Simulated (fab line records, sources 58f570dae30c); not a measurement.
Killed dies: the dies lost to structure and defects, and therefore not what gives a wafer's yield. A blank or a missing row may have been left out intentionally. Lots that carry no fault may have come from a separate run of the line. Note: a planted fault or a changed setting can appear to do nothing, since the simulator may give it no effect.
Which tool was responsible? ; flow berkeley cmos170 ; Sampling: 14 lots, 42 wafers, 4 of 331 route steps

== WHAT THE GAUGES SHOWED, per wafer ==
Not one reading of a measure or inspect step in the record can be checked against a usual standard deviation.

== WHAT TOOL EACH LOT RAN ON (gives the tool, then ch and the chambers of the sampled wafers, and finally the start) ==
lot;UCB170_ACTIVE_STRIP_16;UCB170_PLDD_PEB_04;UCB170_V1_STRIP_15;UCB170_M3_STRIP_19
L680;plasma asher-01 ch 0,1, day 5 11:55;litho track-01 ch 0, day 7 13:18;plasma asher-03 ch 0,1, day 8 21:25;plasma asher-01 ch 0,1, day 9 09:44
L679;plasma asher-03 ch 0,1, day 5 12:07;litho track-02 ch 0, day 7 22:53;plasma asher-03 ch 0,1, day 9 01:53;plasma asher-01 ch 0,1, day 9 14:46
L683;plasma asher-03 ch 0,1, day 6 06:44;litho track-02 ch 0, day 8 15:53;plasma asher-01 ch 0,1, day 9 22:10;plasma asher-01 ch 0,1, day 10 10:23
L682;plasma asher-01 ch 0,1, day 6 06:56;litho track-01 ch 0, day 8 16:09;plasma asher-03 ch 1, day 9 22:01;plasma asher-01 ch 0, day 10 09:48
L685;plasma asher-03 ch 0,1, day 6 15:31;litho track-01 ch 0, day 9 10:00;plasma asher-01 ch 0, day 10 23:04;plasma asher-01 ch 0,1, day 11 11:50
L684;plasma asher-01 ch 0,1, day 6 15:35;litho track-02 ch 0, day 9 10:00;plasma asher-03 ch 0,1, day 10 19:47;plasma asher-02 ch 0,1, day 11 10:37
L689;plasma asher-03 ch 0,1, day 7 18:05;litho track-02, day 10 06:00;plasma asher-01 ch 0,1, day 11 17:17;plasma asher-02 ch 1, day 12 05:32
L690;plasma asher-03 ch 0,1, day 7 18:38;litho track-04, day 10 05:00;plasma asher-04 ch 0,1, day 11 11:43;plasma asher-02 ch 0,1, day 12 00:32
L691;plasma asher-04 ch 0,1, day 7 18:42;litho track-04 ch 0, day 10 05:00;plasma asher-04 ch 1, day 11 12:42;plasma asher-01 ch 0,1, day 12 01:25
L692;plasma asher-01 ch 0,1, day 7 18:52;litho track-01 ch 0, day 10 04:00;plasma asher-04 ch 0,1, day 11 12:52;plasma asher-02 ch 0,1, day 12 01:12
L697;plasma asher-01 ch 0,1, day 8 07:53;litho track-04 ch 0, day 10 20:00;plasma asher-03 ch 0,1, day 13 01:44;plasma asher-03 ch 0,1, day 13 12:28
L698;plasma asher-03 ch 0,1, day 8 13:08;litho track-02 ch 0, day 10 20:00;plasma asher-04 ch 1, day 12 22:11;plasma asher-01 ch 0,1, day 13 09:27
L701;plasma asher-01 ch 0,1, day 9 10:19;litho track-02 ch 0, day 11 23:00;plasma asher-03 ch 0,1, day 13 01:59;plasma asher-01 ch 0,1, day 13 13:51
L702;plasma asher-01 ch 0,1, day 9 14:51;litho track-02 ch 0, day 11 22:00;plasma asher-01 ch 0,1, day 13 01:50;plasma asher-01 ch 0,1, day 13 11:42
- UCB170_ACTIVE_STRIP_16: strips in O2.
- UCB170_PLDD_PEB_04
- UCB170_V1_STRIP_15: strips in O2.
- UCB170_M3_STRIP_19: strips in O2.

== AS READ BY THE TOOLS THEMSELVES (means over the sampled wafers that have a number; for cases with no such wafer, the mark the record gives instead) ==
UCB170_ACTIVE_STRIP_16. Usual: drypump motor current A 5.6 A, standard deviation 0.35; o2 flow sccm 400.2 sccm, standard deviation 1.1; oes product au 0.721 a.u., standard deviation 0.0048; strip time to endpoint s 18.11 s, standard deviation 0.072.
lot;tool;drypump motor current A (A);o2 flow sccm (sccm);oes product au (a.u.);strip time to endpoint s (s);flag
L680;plasma asher-01;5.4;398.7;0.722;18.16;
L679;plasma asher-03;6.1;400.2;0.719;18.13;
L683;plasma asher-03;5.8;400.8;0.722;18.19;
L682;plasma asher-01;5.6;400.4;0.720;18.05;
L685;plasma asher-03;5.8;400.4;0.718;18.14;
L684;plasma asher-01;5.5;400.9;0.721;18.08;
L689;plasma asher-03;5.8;399.5;0.722;18.13;
L690;plasma asher-03;5.8;400.9;0.716;18.03;
L691;plasma asher-04;5.4;401.0;0.719;18.10;
L692;plasma asher-01;5.4;400.3;0.723;18.01;
L697;plasma asher-01;5.5;401.6;0.720;18.16;
L698;plasma asher-03;6.1;401.2;0.718;18.11;
L701;plasma asher-01;5.6;399.6;0.721;18.15;
L702;plasma asher-01;5.4;400.6;0.721;18.05;

UCB170_PLDD_PEB_04. Usual: chill plate temp C 22.99 C, standard deviation 0.11; exhaust pa 45.0 Pa, standard deviation 0.78.
lot;tool;chill plate temp C (C);exhaust pa (Pa);flag
L680;litho track-01;23.03;45.7;
L679;litho track-02;22.98;44.4;
L683;litho track-02;23.07;45.7;
L682;litho track-01;22.93;45.5;
L685;litho track-01;22.88;45.7;
L684;litho track-02;23.06;45.1;
L689;litho track-02;-;-;OFF
L690;litho track-04;-;-;OFF
L691;litho track-04;23.19;45.3;
L692;litho track-01;23.18;44.8;
L697;litho track-04;23.01;44.3;
L698;litho track-02;23.03;45.6;
L701;litho track-02;23.17;44.5;
L702;litho track-02;22.96;45.4;

UCB170_V1_STRIP_15. Usual: drypump motor current A 5.6 A, standard deviation 0.34; o2 flow sccm 399.9 sccm, standard deviation 1.2; oes product au 0.723 a.u., standard deviation 0.0043; strip time to endpoint s 15.59 s, standard deviation 0.1.
lot;tool;drypump motor current A (A);o2 flow sccm (sccm);oes product au (a.u.);strip time to endpoint s (s);flag
L680;plasma asher-03;6.0;399.1;0.721;15.62;
L679;plasma asher-03;5.8;400.3;0.723;15.51;
L683;plasma asher-01;5.5;399.7;0.717;15.56;
L682;plasma asher-03;5.6;399.7;0.722;15.76;
L685;plasma asher-01;5.2;401.6;0.722;15.53;
L684;plasma asher-03;5.8;400.0;0.727;15.55;
L689;plasma asher-01;5.4;400.4;0.721;15.50;
L690;plasma asher-04;5.4;399.0;0.722;15.55;
L691;plasma asher-04;5.5;398.5;0.721;15.54;
L692;plasma asher-04;5.4;399.4;0.720;15.60;
L697;plasma asher-03;5.8;400.3;0.717;15.70;
L698;plasma asher-04;5.5;399.0;0.723;15.50;
L701;plasma asher-03;6.1;401.7;0.725;15.68;
L702;plasma asher-01;5.4;399.5;0.722;15.64;

UCB170_M3_STRIP_19. Usual: drypump motor current A 5.7 A, standard deviation 0.34; o2 flow sccm 400.0 sccm, standard deviation 1.2; oes product au 0.556 a.u., standard deviation 0.012.
lot;tool;drypump motor current A (A);o2 flow sccm (sccm);oes product au (a.u.);flag
L680;plasma asher-01;5.4;400.4;0.557;
L679;plasma asher-01;5.5;399.0;0.569;
L683;plasma asher-01;5.4;400.1;0.544;
L682;plasma asher-01;5.2;401.2;0.555;
L685;plasma asher-01;5.6;399.3;0.569;
L684;plasma asher-02;6.0;399.5;0.552;
L689;plasma asher-02;6.2;401.3;0.568;
L690;plasma asher-02;6.0;399.8;0.567;
L691;plasma asher-01;5.5;400.0;0.558;
L692;plasma asher-02;6.0;400.1;0.557;
L697;plasma asher-03;6.1;400.2;0.548;
L698;plasma asher-01;5.4;399.3;0.553;
L701;plasma asher-01;5.5;400.7;0.549;
L702;plasma asher-01;5.6;400.4;0.558;

== THE ANSWER, worked out from the rows above alone ==
Rule: lot off if the mean of its wafers having a number is beyond 3 standard deviations from the usual mean. Also off: a lot with no number at a reading for which 4 or more lots have one. The other lots that the step has rows for count as sound. Order of review: gauges by route order, followed by the tools' own readings, for which a lot's mean as printed above is used. At the first step where some lot is off, the reading lying furthest off is the one used; lots without a number count as furthest.
Off: L689, L690 (UCB170_PLDD_PEB_04, chill plate temp C). Without a number there: L689, L690.
A tool fits if, at that step or a process step before it, it ran every lot that is off, and no sound lot after the first of them. No candidate that was tried fits.

== WHAT HAD BEEN PUT IN BY THE SIMULATOR ==
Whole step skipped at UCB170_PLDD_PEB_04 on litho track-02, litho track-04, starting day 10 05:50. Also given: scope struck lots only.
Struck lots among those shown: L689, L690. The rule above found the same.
